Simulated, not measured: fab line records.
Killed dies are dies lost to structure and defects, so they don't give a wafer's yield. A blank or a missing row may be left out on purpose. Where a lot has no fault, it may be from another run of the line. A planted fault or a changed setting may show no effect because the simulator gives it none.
Struck lot and sound lot, side by side	flow berkeley-cmos170	26 out of 331 route steps
Sound: the wafers L254.1, L254.3, L254.4. Wafers L266.1, L266.2, L266.3 were the ones struck. The cause comes at the end.
Order at every step that has rows: each side's tool, ch and its chambers, its first start. Under that, the readings that differ: sound wafers	struck wafers	difference of the means	sigmas: that difference in standard deviations of wafers without a fault.
alike: words and numbers the same on both sides, and readings whose means are apart by under 2 such deviations; not compared: readings that were withheld, readings missing a value for some wafer, numbers with overlapping values and no deviation given by the record, and bounds like >300 which may hide the same value.
Wherever a step has rows on one side only, a row that says differs or no value, or a row with sigmas, the two part there. Numbers that don't overlap but have no deviation are shown without sigmas and don't part them. A reading missing from all wafers of one side parts the sides only when that side holds two or more wafers.

first, 3 steps without rows for these wafers: UCB170_PVT_EXPOSE_03 (exposes mask NWELL, target cd 3000 nm); UCB170_PVT_PEB_04; UCB170_PVT_DEVELOP_05 (develop time 45 s).
UCB170_PVT_OVL_MEAS_06:
  struck on overlay-02, day 8 01:28; sound on overlay-02, day 5 11:16
reading	sound	struck	difference	sigmas
PVT_OVL (nm)	4 3 3	-12 -14 -14	-17	-3
after that, 1 step had no rows for these wafers: UCB170_PVT_IMPLANT_07.
UCB170_PVT_STRIP_08: strips in O2.
  sound on plasma-asher-04 ch 0,1, day 5 11:28; struck on plasma-asher-04 ch 0,1, day 8 01:39
  alike: drypump-motor-current-A, oes-product-au, strip-time-to-endpoint-s
  not compared: rf-hours-counter-h
UCB170_PVT_TW_MEAS_09:
  struck on film-metro-04, day 8 01:45; sound on film-metro-02, day 5 11:34
  alike: PVT_TW
then, 1 step without rows for these wafers: UCB170_GATE_WET_ETCH_00 (etches SiO2 in dHF, time 200 s).
UCB170_FIELD_THK_MEAS_91:
  struck on film-metro-03, day 8 02:05; sound on film-metro-04, day 5 11:41
reading	sound	struck	difference	sigmas
FIELD_OXIDE_LEFT_2_THK (nm)	367 360 368	343 343 344	-22	-2
then, 1 step without rows for these wafers: UCB170_GATE_OXIDATION_01 (target thk 6.6 nm, ox time 1800 s).
UCB170_GATE_THK_MEAS_02:
  struck on film-metro-03, day 8 05:46; sound on film-metro-04, day 5 17:55
  alike: GATE_OXIDE_THK
then, 1 step without rows for these wafers: UCB170_GATE_ANNEAL_03 (time 1800 s).
UCB170_GATE_CVD_04: deposits poly-Si from SiH4, time 1440 s, target thk 214 nm.
  sound on lpcvd-01 ch 1, day 5 19:30; struck on lpcvd-02 ch 0, day 8 10:17
  alike: susceptor-temp-C
UCB170_GATE_THK_MEAS_05:
  struck on film-metro-03, day 8 11:43; sound on film-metro-01, day 5 20:54
reading	sound	struck	difference	sigmas
GATE_POLY_THK (nm)	210.7 209.6 213.1	418.8 420.9 421.1	+209.1	+84
then, 6 steps without rows for these wafers: UCB170_GATE_COAT_06; UCB170_GATE_COAT_07 (resist thk 900 nm); UCB170_GATE_SOFTBAKE_08 (time 60 s); UCB170_GATE_EXPOSE_09 (exposes mask POLY, target cd 350 nm); UCB170_GATE_PEB_10; UCB170_GATE_DEVELOP_11 (develop time 45 s).
UCB170_GATE_CD_MEAS_12: target cd 350 nm.
  struck on cd-sem-01, day 8 12:50; sound on cd-sem-02, day 5 23:03
  alike: cd-nm
UCB170_GATE_OVL_MEAS_13:
  struck on overlay-01, day 8 12:57; sound on overlay-02, day 5 23:10
reading	sound	struck	difference	sigmas
GATE_OVL (nm)	10 5 -9	18 13 11	+12	+2
UCB170_GATE_ETCH_14: etches BARC in N2/H2.
  sound on rie-diel-04 ch 0,2,3, day 5 23:12; struck on rie-diel-01 ch 0,1,3, day 8 12:59
  alike: drypump-motor-current-A, oes-product-au, throttle-valve-pct
UCB170_GATE_ETCH_15: etches poly-Si in HBr/Cl2, stops on SiO2, time 56.3 s, target depth 278.2 nm.
  sound on rie-si-02 ch 1,2,3, day 5 23:15; struck on rie-si-02 ch 0,1,2, day 8 13:02
reading	sound	struck	difference	sigmas
oes-product-au (a.u.)	0.815 0.824 0.828	0.984 1.006 0.989	+0.171	+18
model.etch.depth-nm (nm)	210.7 209.6 213	273.6 277.7 269.7	+62.6	
model.GATE.feature-depth-nm (nm)	210.7 209.6 213	273.6 277.7 269.7	+62.6	
  alike: drypump-motor-current-A, throttle-valve-pct
  not compared: rf-hours-counter-h
UCB170_GATE_STRIP_16: strips in O2.
  sound on plasma-asher-02 ch 0,1, day 5 23:17; struck on plasma-asher-02 ch 0,1, day 8 13:05
reading	sound	struck	difference	sigmas
model.poly-Si_of_GATE_CVD_04.thk-nm (nm)	210.4 209.2 212.7	418.5 420.7 420.8	+209.2	
  alike: drypump-motor-current-A, oes-product-au
  not compared: rf-hours-counter-h
UCB170_GATE_CD_MEAS_90: target cd 350 nm.
  struck on cd-sem-01, day 8 13:11; sound on cd-sem-02, day 5 23:23
  alike: cd-nm

## WHERE THEY PART
At UCB170_PVT_OVL_MEAS_06 first; at UCB170_GATE_ETCH_15 last (within this record only). Later steps at which nothing parts them and some readings are alike: UCB170_GATE_STRIP_16, UCB170_GATE_CD_MEAS_90.

WHY: whatever the simulator had introduced
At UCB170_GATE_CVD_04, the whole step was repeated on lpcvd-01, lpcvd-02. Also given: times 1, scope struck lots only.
